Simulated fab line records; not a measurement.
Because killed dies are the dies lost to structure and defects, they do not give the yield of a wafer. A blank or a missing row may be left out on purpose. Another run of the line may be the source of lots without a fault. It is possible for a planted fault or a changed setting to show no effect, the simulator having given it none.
fab line records	flow rit-cmos
[record] lots = 14	wafers = 42	last-day = 7
route steps=202 shown NWELL@37 GATE@95 PLDD@120 PSD@151 M1@202
lots untouched by any fault: they come from a run of this same line in which no faults occurred
start-h: hours from the record's first day to the start of the lot's first wafer shown	wait-h: hours elapsed since this lot's preceding step	" unchanged from the row above	L1.1+2: several wafers, shown together as one row	- either no value or no given start	* or withheld: withheld	< > ~ a bound
route shown NAME@n: names a module that has steps shown in the file, with the first one's number in the route	usual: average and standard deviation across the fault-free wafers	same: alike in all rows	chamber/n: place in a boat	sites: per-site readings	_std_site: standard deviation across them	_edge_site: outer sites' mean less inner sites'	radius-mm: for every site, how far away it sits from the centre of the wafer	mask NAME#n: copy n	behind: the tool/chamber that last shaped the wafer	hold: reason for holding the lot/hours on hold/outcome of the hold	device: names the non-switching transistor (n, p or np)	end of line: the tests these same wafers got at the end of their route	step lacking rows: just its recipe	killed: not the wafer's yield, but the dies lost to structure and defects at the first sort	map: a wafer's dies, marking killed ones x, the rest . and places with no die _
set.NAME: the setting as run; set.NAME@STEP: as run at that earlier step	model.NAME: the simulator's own value behind a step, which no gauge read
the route's steps for a sample of lots (tables are steps, rows are wafers)
services: from which hour (start-h, from the record's first day; less than 0 if before it) a tool's chamber was out of use, for how many hours, and why
[[steps]]
[step RIT_NWELL_STRIP_09]
[recipe] chemistry = O2	time-s = 180	resist = NOVOLAK	platen-temp-c = withheld	power-w = 500	pressure-mtorr = 4000	o2-flow-sccm = 4000
[usual] drypump-motor-current-A = 5.8/0.56
lot.wafer	tool	chamber	start-h	wait-h	drypump-motor-current-A	rf-hours-counter-h
L880.2	plasma-asher-04	0	24.79	0.1	5.8	39
L880.5	"	1	"	"	6.9	-
L880.6	"	0	"	"	5.8	-
L881.1	plasma-asher-02	0	28.76	0.1	5.6	38
L881.2	"	1	"	"	5.4	38
L881.6	"	1	"	"	5.4	-
L882.2	plasma-asher-01	1	33.17	0.1	5.1	23
L882.4	"	1	"	"	5.1	-
L882.5	"	0	"	"	5.8	-
L883.2	plasma-asher-02	1	38.90	0.1	5.4	39
L883.4	"	0	"	"	5.6	-
L883.6	"	0	"	"	5.6	-
L884.1	plasma-asher-04	0	43.16	0.1	5.8	41
L884.4	"	1	"	"	6.8	-
L884.6	"	0	"	"	5.8	-
L885.1	plasma-asher-04	1	47.21	0.1	6.9	42
L885.3	"	0	"	"	5.8	-
L885.6	"	1	"	"	6.9	-
L888.1	plasma-asher-01	0	63.96	0.1	5.8	26
L888.3	"	1	"	"	5.1	-
L888.6	"	0	"	"	5.8	-
L890.3	plasma-asher-02	0	73.42	0.1	5.6	-
L890.4	"	1	"	"	5.4	-
L890.5	"	0	"	"	5.6	-
L892.1	plasma-asher-04	0	83.53	0.1	5.8	45
L892.5	"	1	"	"	6.9	-
L892.6	"	0	"	"	5.8	-
L895.1	plasma-asher-01	1	98.17	0.1	5.1	30
L895.2	"	0	"	"	5.8	30
L895.6	"	0	"	"	5.8	-
L897.2	plasma-asher-02	0	106.65	0.1	5.6	45
L897.3	"	0	"	"	5.6	-
L897.4	"	1	"	"	5.4	-
L899.2	plasma-asher-04	1	116.37	0.1	6.9	49
L899.4	"	0	"	"	5.8	-
L899.6	"	0	"	"	5.8	-
L901.2	plasma-asher-01	0	127.27	0.1	5.8	34
L901.4	"	0	"	"	5.8	-
L901.6	"	0	"	"	5.8	-
L903.1	plasma-asher-04	0	137.61	0.1	5.8	52
L903.4	"	0	"	"	5.8	-
L903.5	"	1	"	"	6.8	-
[step RIT_GATE_ETCH_19]
[recipe] chemistry = SF6/CHF3/O2	time-s = 172.7	SF6_flow_sccm = 30	CHF3_flow_sccm = 30	O2_flow_sccm = 5	target = poly-Si	pressure-mtorr = 40	rf-w = 160	target-depth-a = 3125	over-etch-frac = 0.25	stop-on = SiO2
[usual] drypump-motor-current-A = 5.8/0.62	oes-product-au = 0.845/0.011	over-etch-frac = 0.25/0	throttle-valve-pct = 10.22/0.12
lot.wafer	tool	chamber	start-h	wait-h	drypump-motor-current-A	oes-product-au	over-etch-frac	rf-hours-counter-h	throttle-valve-pct
L880.2	rie-si-02	2	43.12	0.1	6.0	0.829	0.25	69	10.22
L880.5	"	3	"	"	6.4	0.864	0.25	-	10.20
L880.6	"	2	"	"	6.0	0.828	0.25	-	10.23
L881.1	rie-si-01	3	45.32	0.1	5.6	0.844	0.25	142	10.20
L881.2	"	0	"	"	5.1	0.851	0.25	146	10.21
L881.6	"	2	"	"	5.0	0.855	0.25	-	10.22
L882.2	rie-si-02	0	51.01	0.1	6.4	0.845	0.25	25	10.56
L882.4	"	3	"	"	6.3	0.872	0.25	1	10.19
L882.5	"	2	"	"	6.0	0.836	0.25	-	10.23
L883.2	rie-si-01	0	54.72	0.1	5.1	0.851	0.25	146	10.23
L883.4	"	3	"	"	5.6	0.858	0.25	142	10.20
L883.6	"	3	"	"	5.6	0.857	0.25	-	10.22
L884.1	rie-si-02	2	60.44	0.1	6.0	0.834	0.25	69	10.21
L884.4	"	1	"	"	5.2	0.844	0.25	26	10.05
L884.6	"	2	"	"	6.0	0.838	0.25	-	10.23
L885.1	rie-si-01	2	67.49	0.1	5.0	0.850	0.25	126	10.22
L885.3	"	1	"	"	6.8	0.851	0.25	65	10.21
L885.6	"	3	"	"	5.6	0.854	0.25	-	10.19
L888.1	rie-si-02	1	83.49	0.1	5.2	0.960	0.054484	26	10.04
L888.3	"	2	"	"	6.0	0.942	0.054484	69	10.23
L888.6	"	0	"	"	6.4	0.944	0.054484	-	10.56
L890.3	rie-si-02	3	91.82	0.1	6.4	0.971	0.054484	2	10.20
L890.4	"	1	"	"	5.2	0.948	0.054484	26	10.05
L890.5	"	0	"	"	6.4	0.949	0.054484	-	10.56
L892.1	rie-si-02	1	101.58	0.1	5.2	0.946	0.054484	26	10.06
L892.5	"	3	"	"	6.3	0.968	0.054484	-	10.18
L892.6	"	0	"	"	6.4	0.928	0.054484	-	10.57
L895.1	rie-si-01	2	116.05	0.1	5.0	0.840	0.25	126	10.23
L895.2	"	1	"	"	6.8	0.848	0.25	66	10.20
L895.6	"	2	"	"	5.0	0.840	0.25	-	10.23
L897.2	rie-si-01	0	122.84	0.1	5.1	0.843	0.25	147	10.21
L897.3	"	2	"	"	5.0	0.841	0.25	126	10.22
L897.4	"	1	"	"	6.9	0.843	0.25	66	10.20
L899.2	rie-si-01	2	132.80	0.1	5.0	0.846	0.25	126	10.23
L899.4	"	3	"	"	5.6	0.838	0.25	-	10.21
L899.6	"	1	"	"	6.8	0.852	0.25	-	10.19
L901.2	rie-si-01	2	142.94	0.1	5.0	0.843	0.25	126	10.24
L901.4	"	3	"	"	5.6	0.844	0.25	143	10.20
L901.6	"	1	"	"	6.8	0.849	0.25	-	10.20
L903.1	rie-si-01	0	153.60	0.1	5.1	0.860	0.25	0	10.17
L903.4	"	2	"	"	5.0	0.858	0.25	-	10.24
L903.5	"	1	"	"	6.8	0.864	0.25	-	10.19
[step RIT_PLDD_OVL_MEAS_06]
[usual] PLDD_OVL = -1.9/1.3
lot.wafer	tool	chamber	start-h	wait-h	PLDD_OVL[nm]
L880.2	overlay-01	-	49.01	-	-2.1
L880.5	"	-	"	"	-1.7
L880.6	"	-	"	"	-0.2
L881.1	overlay-01	-	52.83	-	-1.5
L881.2	"	-	"	"	-0.6
L881.6	"	-	"	"	-0.8
L882.2	overlay-01	-	58.16	-	-1.0
L882.4	"	-	"	"	-1.4
L882.5	"	-	"	"	-2.3
L883.2	overlay-02	-	61.53	-	-2.1
L883.4	"	-	"	"	-2.3
L883.6	"	-	"	"	-3.1
L884.1	overlay-02	-	69.08	-	-0.5
L884.4	"	-	"	"	-3.0
L884.6	"	-	"	"	-1.1
L885.1	overlay-02	-	73.40	-	-1.6
L885.3	"	-	"	"	-2.4
L885.6	"	-	"	"	-1.3
L888.1	overlay-02	-	89.27	-	-1.7
L888.3	"	-	"	"	0.7
L888.6	"	-	"	"	0.7
L890.3	overlay-02	-	98.39	-	-3.5
L890.4	"	-	"	"	-3.2
L890.5	"	-	"	"	-3.3
L892.1	overlay-01	-	107.41	-	-0.5
L892.5	"	-	"	"	-1.5
L892.6	"	-	"	"	-1.1
L895.1	overlay-02	-	121.98	-	-2.6
L895.2	"	-	"	"	-0.8
L895.6	"	-	"	"	-2.3
L897.2	overlay-01	-	129.79	-	-2.5
L897.3	"	-	"	"	-2.4
L897.4	"	-	"	"	-0.6
L899.2	overlay-02	-	139.34	-	1.3
L899.4	"	-	"	"	0.5
L899.6	"	-	"	"	1.3
L901.2	overlay-01	-	148.90	-	-0.6
L901.4	"	-	"	"	-1.3
L901.6	"	-	"	"	-2.0
L903.1	overlay-02	-	159.25	-	-1.0
L903.4	"	-	"	"	-0.9
L903.5	"	-	"	"	-2.6
[step RIT_PSD_STRIP_09]
[recipe] chemistry = O2	time-s = 180	resist = NOVOLAK	platen-temp-c = withheld	power-w = 500	pressure-mtorr = 4000	o2-flow-sccm = 4000
[usual] drypump-motor-current-A = 5.7/0.53
lot.wafer	tool	chamber	start-h	wait-h	drypump-motor-current-A	rf-hours-counter-h
L880.2	plasma-asher-02	0	54.96	0.1	5.6	40
L880.5	"	1	"	"	5.4	-
L880.6	"	0	"	"	5.6	-
L881.1	plasma-asher-02	0	58.93	0.1	5.6	40
L881.2	"	1	"	"	5.5	40
L881.6	"	0	"	"	5.6	-
L882.2	plasma-asher-02	1	64.00	0.1	5.4	41
L882.4	"	1	"	"	5.4	-
L882.5	"	0	"	"	5.6	-
L883.2	plasma-asher-01	1	67.43	0.1	5.1	27
L883.4	"	0	"	"	5.8	-
L883.6	"	1	"	"	5.1	-
L884.1	plasma-asher-01	1	74.87	0.1	5.1	27
L884.4	"	0	"	"	5.8	-
L884.6	"	0	"	"	5.8	-
L885.1	plasma-asher-04	1	80.14	0.1	6.8	45
L885.3	"	1	"	"	6.9	-
L885.6	"	1	"	"	6.8	-
L888.1	plasma-asher-02	1	95.18	0.1	5.4	44
L888.3	"	0	"	"	5.6	-
L888.6	"	0	"	"	5.6	-
L890.3	plasma-asher-01	0	104.26	0.1	5.8	-
L890.4	"	1	"	"	5.1	-
L890.5	"	0	"	"	5.8	-
L892.1	plasma-asher-01	1	113.61	0.1	5.1	32
L892.5	"	1	"	"	5.1	-
L892.6	"	0	"	"	5.8	-
L895.1	plasma-asher-02	0	128.43	0.1	5.6	48
L895.2	"	1	"	"	5.4	48
L895.6	"	0	"	"	5.6	-
L897.2	plasma-asher-04	0	136.45	0.1	5.8	51
L897.3	"	1	"	"	6.8	-
L897.4	"	0	"	"	5.8	-
L899.2	plasma-asher-04	1	145.52	0.1	6.9	52
L899.4	"	0	"	"	5.8	-
L899.6	"	0	"	"	5.8	-
L901.2	plasma-asher-04	1	154.72	0.1	6.9	53
L901.4	"	1	"	"	6.9	-
L901.6	"	0	"	"	5.8	-
L903.1	plasma-asher-04	1	165.04	0.1	6.9	54
L903.4	"	0	"	"	5.8	-
L903.5	"	0	"	"	5.8	-
[step RIT_M1_PROBE_99]
[usual] killed-at-contacts = 0.0/0.16	killed-at-front-end = 7.1/2.7	killed-dies = 7.2/2.7	killed-open = 3.5/1.9	killed-short = 3.6/1.9
[same] gross-dies = 264	killed_at_M0_to_M3 = 0	killed_at_M4_up = 0	killed-at-back-side = 0	killed-at-other = 0
lot.wafer	tool	chamber	start-h	wait-h	killed-at-contacts	killed-at-front-end	killed-dies	killed-open	killed-short
L880.2	prober-02	-	63.39	0.1	0	8	8	4	4
L880.5	prober-02	-	63.54	0.2	0	9	9	4	5
L880.6	prober-02	-	63.59	0.2	0	7	7	4	3
L881.1	prober-01	-	66.90	0.1	0	8	8	3	5
L881.2	prober-01	-	66.95	0.1	0	12	12	4	8
L881.6	prober-01	-	67.15	0.2	0	5	5	2	3
L882.2	prober-02	-	72.28	0.1	0	6	6	3	3
L882.4	prober-02	-	72.38	0.2	1	6	7	4	3
L882.5	prober-02	-	72.43	0.2	0	7	7	6	1
L883.2	prober-01	-	75.97	0.1	0	13	13	7	6
L883.4	prober-01	-	76.07	0.2	0	7	7	6	1
L883.6	prober-01	-	76.17	0.2	0	10	10	7	3
L884.1	prober-02	-	82.96	0.1	0	10	10	5	5
L884.4	prober-02	-	83.11	0.2	0	9	9	7	2
L884.6	prober-02	-	83.21	0.2	0	8	8	2	6
L885.1	prober-01	-	88.21	0.1	0	5	5	4	1
L885.3	prober-01	-	88.31	0.2	0	6	6	6	0
L885.6	prober-01	-	88.46	0.2	0	10	10	1	9
L888.1	prober-02	-	103.22	0.1	0	6	6	4	2
L888.3	prober-02	-	103.32	0.2	0	8	8	5	3
L888.6	prober-02	-	103.47	0.2	0	1	1	0	1
L890.3	prober-02	-	112.55	0.2	0	6	6	4	2
L890.4	prober-02	-	112.60	0.2	0	4	4	2	2
L890.5	prober-02	-	112.65	0.2	0	2	2	1	1
L892.1	prober-02	-	121.84	0.1	0	6	6	2	4
L892.5	prober-02	-	122.04	0.2	0	6	6	2	2
L892.6	prober-02	-	122.09	0.2	0	8	8	5	3
L895.1	prober-01	-	136.54	0.1	0	5	5	0	5
L895.2	prober-01	-	136.59	0.1	0	6	6	2	4
L895.6	prober-01	-	136.79	0.2	0	7	7	3	4
L897.2	prober-01	-	145.11	0.1	0	8	8	4	4
L897.3	prober-01	-	145.16	0.2	0	8	8	3	5
L897.4	prober-01	-	145.21	0.2	0	5	5	1	4
L899.2	prober-01	-	153.80	0.1	0	9	9	3	6
L899.4	prober-01	-	153.90	0.2	0	6	6	3	2
L899.6	prober-01	-	154.00	0.2	0	10	10	6	4
L901.2	prober-01	-	163.04	0.1	0	10	10	5	4
L901.4	prober-01	-	163.14	0.2	0	10	10	7	2
L901.6	prober-01	-	163.24	0.2	0	6	6	3	3
L903.1	prober-01	-	173.32	0.1	0	14	14	8	6
L903.4	prober-01	-	173.47	0.2	0	5	5	2	3
L903.5	prober-01	-	173.52	0.2	0	6	6	2	4
// killed by level:class
L880.2 GATE:geometric-particle:short=2 SPACER:geometric-particle:open=2 SILICIDE:geometric-particle:open=2 FOX2:geometric-particle:short=1 SPACER:geometric-particle:short=1
L880.5 GATE:geometric-particle:short=2 REOX:geometric-particle:open=2 FOX2:geometric-particle:short=1 GATE:geometric-particle:open=1 SPACER:geometric-particle:open=1 SPACER:geometric-particle:short=1 SILICIDE:geometric-particle:short=1
L880.6 GATE:geometric-particle:open=2 SPACER:geometric-particle:short=2 ACTIVE:geometric-particle:short=1 FOX2:geometric-particle:open=1 SILICIDE:geometric-particle:open=1
L881.1 SILICIDE:geometric-particle:short=2 FOX2:geometric-particle:short=1 GATE:geometric-particle:open=1 REOX:geometric-particle:short=1 SPACER:geometric-particle:short=1 SPACER:geometric-particle:open=1 SILICIDE:geometric-particle:open=1
L881.2 SPACER:geometric-particle:short=4 REOX:geometric-particle:short=2 FOX1:geometric-particle:short=1 FOX1:geometric-particle:open=1 GATE:geometric-particle:short=1 GATE:geometric-particle:open=1 REOX:geometric-particle:open=1 SILICIDE:geometric-particle:open=1
L881.6 FOX2:geometric-particle:open=1 GATE:geometric-particle:short=1 GATE:geometric-particle:open=1 SPACER:geometric-particle:short=1 SILICIDE:geometric-particle:short=1
L882.2 GATE:geometric-particle:open=3 GATE:geometric-particle:short=3
L882.4 FOX1:geometric-particle:short=2 GATE:geometric-particle:open=2 FOX1:geometric-particle:open=1 SPACER:geometric-particle:open=1 CONTACT:geometric-particle:short=1
L882.5 REOX:geometric-particle:open=3 FOX1:geometric-particle:open=1 GATE:geometric-particle:open=1 GATE:geometric-particle:short=1 SILICIDE:geometric-particle:open=1
L883.2 SPACER:geometric-particle:open=3 FOX1:geometric-particle:short=2 GATE:geometric-particle:short=2 REOX:geometric-particle:open=2 FOX2:geometric-particle:open=1 GATE:geometric-particle:open=1 SPACER:geometric-particle:short=1 SILICIDE:geometric-particle:short=1
L883.4 REOX:geometric-particle:open=3 GATE:geometric-particle:open=2 REOX:geometric-particle:short=1 SPACER:geometric-particle:open=1
L883.6 GATE:geometric-particle:open=2 SPACER:geometric-particle:open=2 FOX1:geometric-particle:open=1 FOX2:geometric-particle:short=1 FOX2:geometric-particle:open=1 REOX:geometric-particle:open=1 SPACER:geometric-particle:short=1 SILICIDE:geometric-particle:short=1
L884.1 GATE:geometric-particle:short=2 FOX1:geometric-particle:open=1 FOX1:geometric-particle:short=1 FOX2:geometric-particle:open=1 FOX2:geometric-particle:short=1 GATE:geometric-particle:open=1 REOX:geometric-particle:open=1 SPACER:geometric-particle:short=1
L884.4 SPACER:geometric-particle:open=2 SILICIDE:geometric-particle:open=2 FOX1:geometric-particle:open=1 FOX2:geometric-particle:open=1 GATE:geometric-particle:open=1 GATE:geometric-particle:short=1 SPACER:geometric-particle:short=1
L884.6 GATE:geometric-particle:short=3 SILICIDE:geometric-particle:short=2 FOX2:geometric-particle:open=1 GATE:geometric-particle:open=1 SPACER:geometric-particle:short=1
L885.1 REOX:geometric-particle:open=2 FOX2:geometric-particle:open=1 GATE:geometric-particle:open=1 GATE:geometric-particle:short=1
L885.3 GATE:geometric-particle:open=3 FOX2:geometric-particle:open=1 REOX:geometric-particle:open=1 SPACER:geometric-particle:open=1
L885.6 GATE:geometric-particle:short=4 SPACER:geometric-particle:short=2 ACTIVE:geometric-particle:short=1 FOX1:geometric-particle:short=1 GATE:geometric-particle:open=1 REOX:geometric-particle:short=1
L888.1 FOX1:geometric-particle:open=2 FOX1:geometric-particle:short=1 GATE:geometric-particle:short=1 REOX:geometric-particle:open=1 SILICIDE:geometric-particle:open=1
L888.3 SILICIDE:geometric-particle:open=3 FOX2:geometric-particle:short=2 GATE:geometric-particle:open=1 SPACER:geometric-particle:open=1 SPACER:geometric-particle:short=1
L888.6 GATE:geometric-particle:short=1
L890.3 GATE:geometric-particle:open=2 FOX1:geometric-particle:open=1 GATE:geometric-particle:short=1 SILICIDE:geometric-particle:short=1 SILICIDE:geometric-particle:open=1
L890.4 GATE:geometric-particle:short=2 FOX1:geometric-particle:open=1 GATE:geometric-particle:open=1
L890.5 GATE:geometric-particle:open=1 GATE:geometric-particle:short=1
L892.1 GATE:geometric-particle:short=2 REOX:geometric-particle:short=2 FOX1:geometric-particle:open=1 REOX:geometric-particle:open=1
L892.5 FOX1:geometric-particle:open=2 GATE:area-etch=2 FOX1:geometric-particle:short=1 GATE:geometric-particle:short=1
L892.6 GATE:geometric-particle:open=3 FOX1:geometric-particle:short=2 SILICIDE:geometric-particle:open=2 GATE:geometric-particle:short=1
L895.1 GATE:geometric-particle:short=3 FOX2:geometric-particle:short=1 SPACER:geometric-particle:short=1
L895.2 GATE:geometric-particle:short=2 SILICIDE:geometric-particle:short=2 FOX1:geometric-particle:open=1 SILICIDE:geometric-particle:open=1
L895.6 GATE:geometric-particle:short=3 GATE:geometric-particle:open=2 REOX:geometric-particle:open=1 SPACER:geometric-particle:short=1
L897.2 FOX2:geometric-particle:short=2 SPACER:geometric-particle:open=2 FOX1:geometric-particle:short=1 GATE:geometric-particle:open=1 SPACER:geometric-particle:short=1 SILICIDE:geometric-particle:open=1
L897.3 REOX:geometric-particle:short=2 GATE:geometric-particle:short=1 GATE:geometric-particle:open=1 REOX:geometric-particle:open=1 SPACER:geometric-particle:short=1 SILICIDE:geometric-particle:open=1 SILICIDE:geometric-particle:short=1
L897.4 GATE:geometric-particle:short=3 SILICIDE:geometric-particle:short=1 SILICIDE:geometric-particle:open=1
L899.2 FOX2:geometric-particle:short=3 GATE:geometric-particle:short=3 FOX1:geometric-particle:open=2 GATE:geometric-particle:open=1
L899.4 FOX1:geometric-particle:open=2 FOX1:geometric-particle:short=1 GATE:geometric-particle:short=1 GATE:geometric-particle:open=1 NWELL:coat-microbubble-printed=1
L899.6 GATE:geometric-particle:open=4 FOX1:geometric-particle:open=2 GATE:geometric-particle:short=2 FOX1:geometric-particle:short=1 SILICIDE:geometric-particle:short=1
L901.2 FOX1:geometric-particle:open=3 FOX1:geometric-particle:short=1 FOX2:geometric-particle:short=1 GATE:geometric-particle:short=1 REOX:geometric-particle:open=1 SPACER:geometric-particle:open=1 SPACER:geometric-particle:short=1 PRETRO:coat-microbubble-printed=1
L901.4 GATE:geometric-particle:open=2 SPACER:geometric-particle:open=2 FOX1:geometric-particle:open=1 GATE:geometric-particle:short=1 REOX:geometric-particle:open=1 SILICIDE:geometric-particle:open=1 SILICIDE:geometric-particle:short=1 PRETRO:coat-microbubble-printed=1
L901.6 FOX2:geometric-particle:open=1 FOX2:geometric-particle:short=1 GATE:geometric-particle:short=1 GATE:geometric-particle:open=1 REOX:geometric-particle:short=1 REOX:geometric-particle:open=1
L903.1 REOX:geometric-particle:open=6 REOX:geometric-particle:short=2 SPACER:geometric-particle:short=2 SILICIDE:geometric-particle:short=2 FOX2:geometric-particle:open=1 GATE:geometric-particle:open=1
L903.4 SILICIDE:geometric-particle:short=2 GATE:geometric-particle:short=1 SPACER:geometric-particle:open=1 SILICIDE:geometric-particle:open=1
L903.5 FOX1:geometric-particle:short=1 FOX2:geometric-particle:open=1 GATE:geometric-particle:short=1 REOX:geometric-particle:short=1 SPACER:geometric-particle:short=1 SILICIDE:geometric-particle:open=1
[[services]]
tool	chamber	start-h	hours	kind
rie-si-02	2	16.87	22.8	repair
rie-si-02	-	38.38	2.8	pm
plasma-asher-01	-	40.98	2.3	repair
plasma-asher-02	-	41.58	7.8	repair
rie-si-01	-	68.70	0.4	repair
rie-si-02	1	93.27	1.1	repair
plasma-asher-02	-	109.58	2.8	pm
rie-si-01	0	125.75	-	clean
rie-si-01	0	125.75	14.6	scheduled-down
rie-si-01	0	125.75	14.6	vent-cycle
rie-si-02	0	130.83	4.8	repair
rie-si-02	0	136.24	5.9	repair
rie-si-01	3	145.45	-	clean
rie-si-01	3	145.45	21.2	scheduled-down
rie-si-01	3	145.45	21.2	vent-cycle
[[key]]
[first-sign] step = RIT_GATE_ETCH_19	reading = over-etch-frac	direction = down	sigmas = 99+	usual = 0.25	struck = 0.054484
[effect] step = RIT_GATE_ETCH_19	reading = oes-product-au	direction = up	sigmas = 9.8	usual = 0.845	struck = 0.951
met-at RIT_GATE_ETCH_19
struck-lots L888,L890,L892
tester-left-out L888,L890,L892
not-acting-at RIT_NWELL_STRIP_09,RIT_PLDD_OVL_MEAS_06,RIT_PSD_STRIP_09
onset-between 60.44 83.49
[fault] kind = process-parameter-drift	tool = rie-si-02	chamber = -	onset-h = 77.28	steps = RIT_GATE_ETCH_19	channel = over-etch-frac	offset = -0.19552	shape = step	end-h = 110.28	stated = 0.25
// tester-left-out: of these lots the tester's yield and bins aren't shown, on N5 and GAA mostly nor the transistor test; their killed dies are dies lost to structure and defects alone, not to doping, threshold or leakage, so they don't give the yield
